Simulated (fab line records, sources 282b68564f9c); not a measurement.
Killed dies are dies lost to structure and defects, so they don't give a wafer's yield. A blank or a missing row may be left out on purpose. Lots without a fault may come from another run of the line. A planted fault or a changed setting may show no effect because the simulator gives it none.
Split-lot experiment | flow rit_cmos | 5 lots, 23 wafers read, on a route of 202 steps

THE SPLIT
At RIT_NSD_COAT_01 (resist thk 1000 nm), the setting resist_thk_nm was moved away from the recipe's 1000 nm on 10 of the 23 wafers read, by -3.4% to +3.6%. The other wafers ran this setting at the recipe's value.

The reading is taken at the split's own step.

THE READING
NOVOLAK_of_NSD_COAT_01.thk_nm (the simulator's own value, which no gauge read), in nm, at RIT_NSD_COAT_01 (resist thk 1000 nm). The file gives no usual value for it. The 13 wafers here that ran the recipe average 998.6 nm, standard deviation 2 nm.

wafer  | tool, chamber at the split | resist_thk_nm as run, nm | against the recipe | NOVOLAK_of_NSD_COAT_01.thk_nm, nm | against lot-mates on the recipe
L074.1 | litho_track-03, 0          | 1000                     | recipe             | 998.4                             | -
L074.2 | litho_track-03, 0          | 1000                     | recipe             | 1001                              | -
L074.3 | litho_track-03, 0          | 1000                     | recipe             | 998.9                             | -
L074.4 | litho_track-03, 0          | 1018                     | +1.8%              | 1020                              | +20.6
L074.5 | litho_track-03, 0          | 1018                     | +1.8%              | 1015                              | +15.6
L077.1 | litho_track-03, 0          | 1036                     | +3.6%              | 1035                              | +38.0
L077.2 | litho_track-03, 0          | 1036                     | +3.6%              | 1036                              | +39.0
L077.3 | litho_track-03, 0          | 1036                     | +3.6%              | 1036                              | +39.0
L077.4 | litho_track-03, 0          | 1000                     | recipe             | 995.5                             | -
L077.6 | litho_track-03, 0          | 1000                     | recipe             | 998.6                             | -
L078.1 | litho_track-04, 0          | 1000                     | recipe             | 997.9                             | -
L078.3 | litho_track-04, 0          | 976                      | -2.4%              | 976.6                             | -21.1
L078.4 | litho_track-04, 0          | 976                      | -2.4%              | 975.5                             | -22.2
L078.5 | litho_track-04, 0          | 976                      | -2.4%              | 976.1                             | -21.6
L078.6 | litho_track-04, 0          | 1000                     | recipe             | 997.6                             | -
L082.1 | litho_track-04, 0          | 1000                     | recipe             | 998.7                             | -
L082.4 | litho_track-04, 0          | 1000                     | recipe             | 999.1                             | -
L082.6 | litho_track-04, 0          | 1000                     | recipe             | 1002                              | -
L083.1 | litho_track-03, 0          | 965.7                    | -3.4%              | 965.5                             | -32.5
L083.3 | litho_track-03, 0          | 1000                     | recipe             | 994                               | -
L083.4 | litho_track-03, 0          | 1000                     | recipe             | 1000                              | -
L083.6 | litho_track-03, 0          | 1000                     | recipe             | 1000                              | -
L083.5 | litho_track-03, 0          | 965.7                    | -3.4%              | 963.4                             | -34.6

THE FIT
A straight line over all 23 wafers: NOVOLAK_of_NSD_COAT_01.thk_nm changes by +10 nm for each +1% of resist_thk_nm; r = +1.00; the points scatter about the line by 1.9 nm.
The same after taking each lot's own level away (the mean of its wafers on the recipe; 23 wafers): +10.1 nm for each +1%; r = +1.00; scatter 2 nm.
On that fit, the largest move of resist_thk_nm shifts the reading by 36 nm.
The lots' own levels span 997.05 to 999.93 nm, that is 1.4 times the standard deviation above.
So the lot-to-lot level changes the slope little: the two slopes agree.
Check: with one of the wafers moved furthest among these (+3.6%) left out of the fit, the line predicts +36.8 nm for it against its lot-mates. It came out at +38 nm against them.

OTHER SPLITS ON THESE WAFERS
These wafers also went through other splits before the reading. Each is held against what the fit with the lots' levels taken away leaves over:
other split on the same wafers    | wafers away from the commonest value | r with NOVOLAK_of_NSD_COAT_01.thk_nm (lot level and that fit taken away)
RIT_ACTIVE_OXIDATION_01 ox_time_s | 18                                   | +0.18
RIT_ACTIVE_EXPOSE_08 dose_mj      | 7                                    | +0.08
RIT_ACTIVE_ETCH_13 over_etch_frac | 6                                    | -0.31
RIT_NRETRO_COAT_01 spin_rpm       | 10                                   | -0.04
RIT_PRETRO_COAT_01 spin_rpm       | 11                                   | -0.24
RIT_NLDD_COAT_01 resist_thk_nm    | 8                                    | -0.22
RIT_PLDD_COAT_01 spin_rpm         | 12                                   | +0.26
RIT_PLDD_IMPLANT_08 dose_cm2      | 5                                    | +0.32
RIT_SPACER_CVD_03 pressure_mtorr  | 18                                   | +0.12

THE FILE'S OWN FIT
NOVOLAK_of_NSD_COAT_01.thk_nm changes by +10.1 nm for each +1% of resist_thk_nm, r = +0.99.
